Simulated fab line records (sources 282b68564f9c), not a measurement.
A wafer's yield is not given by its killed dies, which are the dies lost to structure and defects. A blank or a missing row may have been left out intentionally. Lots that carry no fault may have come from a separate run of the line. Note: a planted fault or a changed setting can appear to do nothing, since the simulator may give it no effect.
Which tool did it?	flow ritCmos	14 lots with 42 wafers sampled at 2 steps, on a route of 202 steps

## WHAT EACH GAUGE READ, for each wafer
RIT_ACTIVE_THK_MEAS_04.
lot	measured	on	ACTIVE_NITRIDE_THK (nm)
L191	day 1 23:38	filmMetro-01	152.5 152.7 151.9
L193	day 2 10:16	filmMetro-01	150.1 152.0 150.7
L195	day 2 20:55	filmMetro-03	149.2 149.6 148.2
L196	day 3 02:23	filmMetro-01	147.9 147.8 149.0
L197	day 3 05:56	filmMetro-03	148.7 149.9 149.1
L198	day 3 12:25	filmMetro-03	148.5 149.1 147.4
L199	day 3 15:56	filmMetro-03	149.6 150.6 150.0
L201	day 4 02:36	filmMetro-04	253.4 254.3 253.4
L202	day 4 08:18	filmMetro-04	251.6 252.2 252.1
L203	day 4 12:14	filmMetro-03	147.9 147.9 146.9
L206	day 5 03:27	filmMetro-04	147.7 148.8 147.8
L208	day 5 13:22	filmMetro-03	149.7 150.9 148.5
L209	day 5 18:14	filmMetro-03	148.6 148.3 149.4
L212	day 6 09:16	filmMetro-03	150.1 150.6 151.7

## TOOL THAT RAN EACH LOT (tool first, then ch and the chambers of the sampled wafers, then the start)
lot	RIT_ACTIVE_CVD_03
L191	lpcvd-01 ch 0, day 1 22:13
L193	lpcvd-01 ch 1, day 2 08:51
L195	lpcvd-01 ch 0, day 2 19:29
L196	lpcvd-02 ch 1, day 3 00:16
L197	lpcvd-01 ch 1, day 3 04:30
L198	lpcvd-01 ch 1, day 3 11:00
L199	lpcvd-01 ch 1, day 3 14:31
L201	lpcvd-01 ch 1, day 4 01:10
L202	lpcvd-01 ch 1, day 4 06:53
L203	lpcvd-02 ch 1, day 4 10:07
L206	lpcvd-02 ch 1, day 5 01:19
L208	lpcvd-02 ch 1, day 5 11:13
L209	lpcvd-02 ch 1, day 5 16:07
L212	lpcvd-02 ch 1, day 6 07:07
- RIT_ACTIVE_CVD_03: deposits Si3N4 from SiH2Cl2/NH3, target thk 150 nm, time 1500 s.

## AS READ BY THE TOOLS THEMSELVES (means over the sampled wafers that have a number; for cases with no such wafer, the mark the record gives instead)
RIT_ACTIVE_CVD_03.
lot	tool	spikeTcCentreC (C)	spikeTcLoadC (C)	spikeTcSourceC (C)	susceptorTempC (C)
L191	lpcvd-01	811.4	836	831.9	809.9
L193	lpcvd-01	812.4	833	834.5	809.9
L195	lpcvd-01	810.8	838	831.7	809.8
L196	lpcvd-02	814.1	833	837.8	809.6
L197	lpcvd-01	812.5	832	834.5	810.1
L198	lpcvd-01	813.4	832	833.4	810.5
L199	lpcvd-01	813.5	832	834.3	810.1
L201	lpcvd-01	866.9	887	888.5	863.1
L202	lpcvd-01	866.1	887	888.8	863.1
L203	lpcvd-02	813.9	832	837.5	810.4
L206	lpcvd-02	814.3	833	837.7	810.4
L208	lpcvd-02	814.5	833	837.0	809.9
L209	lpcvd-02	812.7	832	837.4	809.7
L212	lpcvd-02	814.7	833	837.2	809.9

## THE ANSWER, worked out from the rows above alone
Rule: the usual values come from the lots themselves. Put in order of their means at a reading, lots are off if they are a third of the lots or fewer, leave a main group of 4 or more, and stand apart from it by a gap of 3 or more times the standard deviation of the main group's means; of several such gaps the widest counts. If all means in a main group match to the digits the tables above print for the reading, that group is not used. A lot without any number at a reading at which 4 lots or more have one is off too. Where the step has rows for the other lots, those lots are counted as sound. The gauges are gone through in route order, then the tools' own readings, and for those a lot's mean is taken as printed above. At the first step where some lot is off, the reading lying furthest off is the one used; lots without a number count as furthest.
Off: L201, L202, seen at RIT_ACTIVE_THK_MEAS_04 (ACTIVE_NITRIDE_THK). Mean 149.4 nm and standard deviation 1.3 in the main group.
A tool fits if, at a process step before that reading, it ran every lot that is off, and no sound lot after the first of them. The gauges at RIT_ACTIVE_THK_MEAS_04 aren't tried: what is off there is off at RIT_ACTIVE_CVD_03 too, on other tools, and a gauge's error can't cause that. One fits: RIT_ACTIVE_CVD_03 on lpcvd-01. Its last sound lot is L199 (day 3 14:31), its first lot that is off L201 (day 4 01:10): a fault that began between those two fits.
The tool's own readings at RIT_ACTIVE_CVD_03 bear it out: on the lots that are off they differ by more than 5 times the standard deviation of the sound lots' means. spikeTcCentreC reads 866.5 C there against 813.2 C on the sound lots; spikeTcLoadC reads 887 C there against 833 C on the sound lots; spikeTcSourceC reads 888.6 C there against 835.4 C on the sound lots; susceptorTempC reads 863.1 C there against 810.0 C on the sound lots.

## WHAT THE SIMULATOR HAD INSERTED
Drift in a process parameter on lpcvd-01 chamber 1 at RIT_ACTIVE_CVD_03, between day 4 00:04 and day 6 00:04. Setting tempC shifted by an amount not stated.
Lots struck among those shown: L201, L202. The rule above reached the same finding.
